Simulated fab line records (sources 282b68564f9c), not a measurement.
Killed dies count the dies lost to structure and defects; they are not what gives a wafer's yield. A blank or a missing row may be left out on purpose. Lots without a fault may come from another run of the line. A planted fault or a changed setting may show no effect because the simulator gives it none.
Comparing a struck lot with a sound one :: flow ritCmos :: 43 out of 202 route steps
Sound: the wafers L727.2, L727.3, L727.4. Wafers L732.1, L732.2, L732.5 were the ones struck. The cause is given at the end.
Per side, at each step with rows, come the tool, then ch with its chambers, and then its first start. Under that, the readings that differ: sound wafers :: struck wafers :: difference of the means :: sigmas: that difference in standard deviations of wafers without a fault.
alike: same words and numbers on both sides, and readings whose means sit less than 2 such deviations apart. not compared: any withheld reading, any reading some wafer has no value for, any bound like >300 that may hide the same value, and any number with overlapping values for which the record gives no deviation.
A row with sigmas, a row that says differs or no value, or rows on one side alone: a step with any of these is where the two part. When numbers do not overlap yet have no deviation, they are printed without sigmas and do not part them. A reading that every wafer of one side lacks parts them only if that side has two wafers or more.

first, 2 steps without rows for these wafers: RIT_NLDD_HARDBAKE_07 (time 60 s); RIT_NLDD_IMPLANT_08.
RIT_NLDD_STRIP_09: strips in O2, time 180 s.
  sound on plasmaAsher-04 ch 0,1, day 5 02:05; struck on plasmaAsher-01 ch 0,1, day 6 05:01
  alike: drypumpMotorCurrentA
  not compared: rfHoursCounterH
RIT_NLDD_TW_MEAS_10:
  sound on filmMetro-03 at day 5 02:17; struck on filmMetro-02 at day 6 05:11
  alike: NLDD_TW
then, 6 steps without rows for these wafers: RIT_PLDD_HMDS_00 (prime time 60 s); RIT_PLDD_COAT_01 (resist thk 1000 nm); RIT_PLDD_SOFTBAKE_02 (time 60 s); RIT_PLDD_EXPOSE_03 (exposes mask M8, target cd 40900 nm); RIT_PLDD_PEB_04; RIT_PLDD_DEVELOP_05 (develop time 50 s).
RIT_PLDD_OVL_MEAS_06:
  sound on overlay-02 at day 5 03:11; struck on overlay-01 at day 6 06:05
  alike: PLDD_OVL
then, 1 step without rows for these wafers: RIT_PLDD_HARDBAKE_07 (time 60 s).
RIT_PLDD_IMPLANT_08:
  sound on implanter-01 ch 0, day 5 03:23; struck on implanter-02 ch 0, day 6 06:17
  alike: beamOnS, doseIonsCm2
RIT_PLDD_STRIP_09: strips in O2, time 180 s.
  sound on plasmaAsher-03 ch 0,1, day 5 03:31; struck on plasmaAsher-03 ch 0,1, day 6 06:26
  alike: drypumpMotorCurrentA
  not compared: rfHoursCounterH
RIT_PLDD_TW_MEAS_10:
  sound on filmMetro-04 at day 5 03:42; struck on filmMetro-03 at day 6 06:36
  alike: PLDD_TW
then, 4 steps without rows for these wafers: RIT_SPACER_CLEAN_00 (cleans in SC1, time 600 s); RIT_SPACER_CLEAN_01 (cleans in dHF, time 30 s); RIT_SPACER_CLEAN_02 (cleans in SC2, time 600 s); RIT_SPACER_CVD_03 (deposits Si3N4 from SiH2Cl2/NH3, target thk 250 nm, time 3300 s).
RIT_SPACER_THK_MEAS_04:
  sound on filmMetro-03 at day 5 06:04; struck on filmMetro-01 at day 6 08:59
reading: SPACER_NITRIDE_THK (nm)
sound: 247 248 245
struck: 256 254 255
difference: +8
sigmas: +3
RIT_SPACER_ETCHBACK_05: etches Si3N4 in SF6/CHF3, stops on SiO2, target depth 250 nm, time 240 s.
  sound on rieDiel-04 ch 0,1,2, day 5 06:07; struck on rieDiel-03 ch 0,2, day 6 09:02
  alike: drypumpMotorCurrentA, oesProductAu, throttleValvePct
  not compared: rfHoursCounterH
then, 6 steps without rows for these wafers: RIT_NSD_HMDS_00 (prime time 60 s); RIT_NSD_COAT_01 (resist thk 1000 nm); RIT_NSD_SOFTBAKE_02 (time 60 s); RIT_NSD_EXPOSE_03 (exposes mask M9, target cd 40700 nm); RIT_NSD_PEB_04; RIT_NSD_DEVELOP_05 (develop time 50 s).
RIT_NSD_OVL_MEAS_06:
  sound on overlay-01 at day 5 07:07; struck on overlay-02 at day 6 10:02
  alike: NSD_OVL
then, 2 steps without rows for these wafers: RIT_NSD_HARDBAKE_07 (time 60 s); RIT_NSD_IMPLANT_08.
RIT_NSD_STRIP_09: strips in O2, time 180 s.
  sound on plasmaAsher-01 ch 0,1, day 5 07:27; struck on plasmaAsher-03 ch 0,1, day 6 10:23
  alike: drypumpMotorCurrentA
  not compared: rfHoursCounterH
RIT_NSD_TW_MEAS_10:
  sound on filmMetro-04 at day 5 07:38; struck on filmMetro-04 at day 6 10:34
  alike: NSD_TW
then, 6 steps without rows for these wafers: RIT_PSD_HMDS_00 (prime time 60 s); RIT_PSD_COAT_01 (resist thk 1000 nm); RIT_PSD_SOFTBAKE_02 (time 60 s); RIT_PSD_EXPOSE_03 (exposes mask M10, target cd 40900 nm); RIT_PSD_PEB_04; RIT_PSD_DEVELOP_05 (develop time 50 s).
RIT_PSD_OVL_MEAS_06:
  sound on overlay-01 at day 5 08:32; struck on overlay-02 at day 6 11:28
  alike: PSD_OVL
then, 2 steps without rows for these wafers: RIT_PSD_HARDBAKE_07 (time 60 s); RIT_PSD_IMPLANT_08.
RIT_PSD_STRIP_09: strips in O2, time 180 s.
  sound on plasmaAsher-03 ch 0,1, day 5 08:52; struck on plasmaAsher-01 ch 0,1, day 6 11:49
  alike: drypumpMotorCurrentA
  not compared: rfHoursCounterH
RIT_M1_PROBE_99:
  sound on prober-01 at day 5 16:58; struck on prober-02 at day 6 19:57
reading: model.etest.diodeNwellSub.leakLog10ACm2
sound: -7.645 -7.521 -7.712
struck: -6.882 -6.841 -6.694
difference: +0.820
sigmas: 
  alike: killedAtFrontEnd, killedDies, killedOpen, killedShort

== WHERE THEY PART ==
Only at RIT_SPACER_THK_MEAS_04, within this record. Later steps at which nothing parts them and some readings are alike: RIT_SPACER_ETCHBACK_05, RIT_NSD_OVL_MEAS_06, RIT_NSD_STRIP_09, RIT_NSD_TW_MEAS_10, RIT_PSD_OVL_MEAS_06, RIT_PSD_STRIP_09, RIT_M1_PROBE_99.

WHY: what had been put in by the simulator
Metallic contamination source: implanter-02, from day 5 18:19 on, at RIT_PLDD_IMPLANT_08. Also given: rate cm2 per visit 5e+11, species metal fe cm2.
